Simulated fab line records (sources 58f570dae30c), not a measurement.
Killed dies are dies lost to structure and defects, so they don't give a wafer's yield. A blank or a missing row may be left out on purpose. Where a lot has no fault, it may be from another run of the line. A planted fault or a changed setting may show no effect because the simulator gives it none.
Struck lot and sound lot, side by side -- flow berkeleyCmos170 -- 21 out of 331 route steps
Sound: these wafers, L173.3, L173.5, L173.6. Wafers struck: L186.1, L186.2, L186.6. Last of all comes the cause.
At each step with rows: each side's tool, then ch and its chambers, then its first start. Under that, the readings that differ: sound wafers -- struck wafers -- difference of the means -- sigmas: that difference in standard deviations of wafers without a fault.
alike: words and numbers the same on both sides, and readings whose means are apart by under 2 such deviations; not compared: readings that were withheld, readings missing a value for some wafer, numbers with overlapping values and no deviation given by the record, and bounds like >300 which may hide the same value.
The two part at a step that has a row with sigmas, a row that says differs or no value, or rows on one side only. Non-overlapping numbers with no deviation appear without sigmas and do not part them. A reading that every wafer of one side lacks parts them only if that side has two wafers or more.

first, 5 steps without rows for these wafers: UCB170_NWELL_WET_ETCH_18 (etches Si3N4 in H3PO4, time 14400 s); UCB170_NWELL_WET_ETCH_19 (etches SiO2 in BOE, time 22 s); UCB170_PWELL_CLEAN_00 (cleans in SPM, time 600 s); UCB170_PWELL_CLEAN_01 (cleans in dHF, time 60 s); UCB170_PWELL_OXIDATION_02 (target thk 26.4 nm, ox time 1260 s).
UCB170_PWELL_THK_MEAS_03:
  sound on filmMetro-01, day 3 21:58; struck on filmMetro-02, day 6 08:39
  alike: PWELL_OXIDE_THK
then, 2 steps without rows for these wafers: UCB170_PWELL_ANNEAL_04 (time 900 s); UCB170_PWELL_CVD_05 (deposits Si3N4 from SiH2Cl2/NH3, target thk 220 nm, time 3300 s).
UCB170_PWELL_THK_MEAS_06:
  sound on filmMetro-02, day 4 04:58; struck on filmMetro-02, day 6 14:39
  alike: PWELL_NITRIDE_THK
then, 3 steps without rows for these wafers: UCB170_PWELL_HMDS_07 (prime time 60 s); UCB170_PWELL_COAT_08 (resist thk 900 nm); UCB170_PWELL_SOFTBAKE_09 (time 60 s).
UCB170_PWELL_EXPOSE_10: exposes mask PWELL, target cd 3000 nm.
  sound on krfScanner-01 ch 0, day 4 05:44; struck on krfScanner-02 ch 0, day 6 15:42
reading,sound,struck,difference,sigmas
mask,PWELL#0 PWELL#0 PWELL#0,NWELL#0 NWELL#0 NWELL#0,differs,
then, 2 steps without rows for these wafers: UCB170_PWELL_PEB_11; UCB170_PWELL_DEVELOP_12 (develop time 45 s).
UCB170_PWELL_OVL_MEAS_13:
  sound on overlay-01, day 4 06:05; struck on overlay-02, day 6 16:08
reading,sound,struck,difference,sigmas
PWELL_OVL (nm),2 8 5,- - -,no value on the struck wafers,
UCB170_PWELL_ETCH_14: etches Si3N4 in CH3F/Ar/O2, stops on SiO2, target depth 242 nm, time 151 s.
  sound on rieDiel-04 ch 2,3, day 4 06:07; struck on rieDiel-02 ch 0,2, day 6 16:10
  alike: drypumpMotorCurrentA, mfcArSccm, oesProductAu, throttleValvePct
  not compared: rfHoursCounterH
next, for these wafers, 1 step has no rows: UCB170_PWELL_IMPLANT_15.
UCB170_PWELL_STRIP_16: strips in O2.
  sound on plasmaAsher-01 ch 0,1, day 4 06:24; struck on plasmaAsher-01 ch 0,1, day 6 16:25
  alike: drypumpMotorCurrentA, o2FlowSccm, oesProductAu, stripTimeToEndpointS
  not compared: rfHoursCounterH
UCB170_PWELL_TW_MEAS_17:
  sound on filmMetro-01, day 4 06:29; struck on filmMetro-01, day 6 16:45
reading,sound,struck,difference,sigmas
PWELL_TW,376 375 376,30 30 30,-346,-86
  not compared: hold
UCB170_M3_PROBE_99:
  the record has rows for the sound wafers here (prober-01, day 9 14:46) and none for the struck ones

== WHERE THEY PART ==
First at UCB170_PWELL_EXPOSE_10; last, within this record, at UCB170_M3_PROBE_99.

WHY: what had been put in by the simulator
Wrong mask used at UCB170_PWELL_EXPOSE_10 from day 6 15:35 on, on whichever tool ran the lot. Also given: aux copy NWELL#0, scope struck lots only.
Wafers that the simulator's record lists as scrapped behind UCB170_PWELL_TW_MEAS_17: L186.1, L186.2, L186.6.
